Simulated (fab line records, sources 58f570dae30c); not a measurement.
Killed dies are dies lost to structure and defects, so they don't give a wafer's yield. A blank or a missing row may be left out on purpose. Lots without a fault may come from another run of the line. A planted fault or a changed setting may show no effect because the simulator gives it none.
Chamber matching | flow berkeley_cmos170 | UCB170_V2_CVD_00 on pecvd-01: 3 sister chambers
The step deposits SiO2 from TEOS/O2, target thk 2000 nm, time 250 s. 3 wafers are shown with their chamber, then 7 later ones without.

WAFERS WITH THEIR CHAMBER
wafer  | chamber | heater_power_w (W)
L970.4 | 0       | 214
L975.1 | 1       | 183
L975.2 | 2       | 214

WAFERS WITHOUT THEIR CHAMBER
wafer  | heater_power_w (W)
L975.5 | 293
L976.2 | 242
L976.5 | 212
L976.6 | 171
L977.1 | 172
L977.5 | 208
L977.6 | 233

WHICH CHAMBER EACH WENT THROUGH
wafer  | from the rows above          | in truth
L975.5 | can't be placed: 0 or 2 or 1 | 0
L976.2 | can't be placed: 0 or 2 or 1 | 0
L976.5 | can't be placed: 0 or 2 or 1 | 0
L976.6 | can't be placed: 1 or 0 or 2 | 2
L977.1 | can't be placed: 1 or 0 or 2 | 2
L977.5 | can't be placed: 0 or 2 or 1 | 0
L977.6 | can't be placed: 0 or 2 or 1 | 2
Placed correctly: 0 of 7. Can't be placed from these rows: 7 (the true chamber is among the candidates in 7). Placed wrongly: 0.
How it was worked out, from the rows above alone: a wafer's distance from a chamber is the root of the sum, over the readings, of the square of ((its reading less the chamber's mean) divided by the reading's scatter). The wafer belongs to the nearest chamber; if the next one is less than 2 further off, it can't be placed. A chamber's mean is the mean of its shown wafers. The scatter: with one shown wafer a chamber, the root of the mean of the squares of how far each hidden wafer lies from its nearest shown one.
